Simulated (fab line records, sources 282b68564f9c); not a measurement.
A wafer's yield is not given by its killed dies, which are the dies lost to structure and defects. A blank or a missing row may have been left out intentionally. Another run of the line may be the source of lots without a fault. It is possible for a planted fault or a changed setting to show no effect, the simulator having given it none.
Chamber matching :: flow rit_cmos :: RIT_GATE_ETCH_19 on rie_si-02 has 4 sister chambers
The step etches poly-Si in SF6/CHF3/O2, stops on SiO2, time 165 s, target depth 312.5 nm. 16 wafers are shown with their chamber, then 8 later ones without.

## EACH WAFER AND ITS CHAMBER
wafer: L488.1
chamber: 2
throttle_valve_pct (%): 10.17
drypump_motor_current_A (A): 5.0
oes_product_au (a.u.): 0.849

wafer: L488.4
chamber: 0
throttle_valve_pct (%): 10.38
drypump_motor_current_A (A): 5.9
oes_product_au (a.u.): 0.856

wafer: L488.6
chamber: 1
throttle_valve_pct (%): 10.00
drypump_motor_current_A (A): 4.9
oes_product_au (a.u.): 0.843

wafer: L490.2
chamber: 3
throttle_valve_pct (%): 10.12
drypump_motor_current_A (A): 5.7
oes_product_au (a.u.): 0.809

wafer: L490.3
chamber: 2
throttle_valve_pct (%): 10.18
drypump_motor_current_A (A): 5.0
oes_product_au (a.u.): 0.833

wafer: L490.6
chamber: 3
throttle_valve_pct (%): 10.12
drypump_motor_current_A (A): 5.8
oes_product_au (a.u.): 0.812

wafer: L492.1
chamber: 1
throttle_valve_pct (%): 10.01
drypump_motor_current_A (A): 4.9
oes_product_au (a.u.): 0.837

wafer: L492.2
chamber: 2
throttle_valve_pct (%): 10.16
drypump_motor_current_A (A): 5.0
oes_product_au (a.u.): 0.834

wafer: L492.6
chamber: 3
throttle_valve_pct (%): 10.13
drypump_motor_current_A (A): 5.7
oes_product_au (a.u.): 0.827

wafer: L498.1
chamber: 3
throttle_valve_pct (%): 10.14
drypump_motor_current_A (A): 5.7
oes_product_au (a.u.): 0.820

wafer: L498.3
chamber: 2
throttle_valve_pct (%): 10.17
drypump_motor_current_A (A): 4.9
oes_product_au (a.u.): 0.842

wafer: L498.5
chamber: 3
throttle_valve_pct (%): 10.13
drypump_motor_current_A (A): 5.7
oes_product_au (a.u.): 0.819

wafer: L504.2
chamber: 3
throttle_valve_pct (%): 10.12
drypump_motor_current_A (A): 5.8
oes_product_au (a.u.): 0.812

wafer: L504.4
chamber: 1
throttle_valve_pct (%): 10.00
drypump_motor_current_A (A): 4.9
oes_product_au (a.u.): 0.840

wafer: L504.5
chamber: 3
throttle_valve_pct (%): 10.13
drypump_motor_current_A (A): 5.7
oes_product_au (a.u.): 0.821

wafer: L506.2
chamber: 0
throttle_valve_pct (%): 10.37
drypump_motor_current_A (A): 5.9
oes_product_au (a.u.): 0.854

SIGNATURES (averages over the wafers above)
reading: throttle_valve_pct
chamber 0: 10.3750
chamber 1: 10.0033
chamber 2: 10.1700
chamber 3: 10.1271
scatter within a chamber: 0.00741

reading: drypump_motor_current_A
chamber 0: 5.900
chamber 1: 4.900
chamber 2: 4.975
chamber 3: 5.729
scatter within a chamber: 0.0426

reading: oes_product_au
chamber 0: 0.85500
chamber 1: 0.84000
chamber 2: 0.83950
chamber 3: 0.81714
scatter within a chamber: 0.006
Rule: for a wafer and a chamber, the distance is found by dividing, reading by reading, the gap between the wafer's reading and the chamber's mean by the reading's scatter, squaring, summing and taking the root. The wafer belongs to the nearest chamber; if the next one is less than 2 further off, it can't be placed. The scatter: the root of (the sum of the squares of (reading less its chamber's mean) over the shown wafers, divided by (wafers less chambers)).

## WAFERS WITHOUT THEIR CHAMBER
wafer: L506.3
throttle_valve_pct (%): 10.00
drypump_motor_current_A (A): 4.8
oes_product_au (a.u.): 0.843

wafer: L506.4
throttle_valve_pct (%): 10.18
drypump_motor_current_A (A): 5.0
oes_product_au (a.u.): 0.844

wafer: L508.2
throttle_valve_pct (%): 10.19
drypump_motor_current_A (A): 5.0
oes_product_au (a.u.): 0.851

wafer: L508.5
throttle_valve_pct (%): 9.98
drypump_motor_current_A (A): 4.9
oes_product_au (a.u.): 0.855

wafer: L508.6
throttle_valve_pct (%): 10.18
drypump_motor_current_A (A): 5.0
oes_product_au (a.u.): 0.846

wafer: L510.2
throttle_valve_pct (%): 10.17
drypump_motor_current_A (A): 5.0
oes_product_au (a.u.): 0.840

wafer: L510.3
throttle_valve_pct (%): 9.99
drypump_motor_current_A (A): 4.9
oes_product_au (a.u.): 0.848

wafer: L510.4
throttle_valve_pct (%): 10.38
drypump_motor_current_A (A): 5.9
oes_product_au (a.u.): 0.841

## CHAMBER TAKEN BY EACH
wafer: L506.3
from the rows above: 1
in truth: 1

wafer: L506.4
from the rows above: 2
in truth: 2

wafer: L508.2
from the rows above: 2
in truth: 2

wafer: L508.5
from the rows above: 1
in truth: 1

wafer: L508.6
from the rows above: 2
in truth: 2

wafer: L510.2
from the rows above: 2
in truth: 2

wafer: L510.3
from the rows above: 1
in truth: 1

wafer: L510.4
from the rows above: 0
in truth: 0
Placed correctly: 8 of 8. Can't be placed from these rows: 0. Placed wrongly: 0.
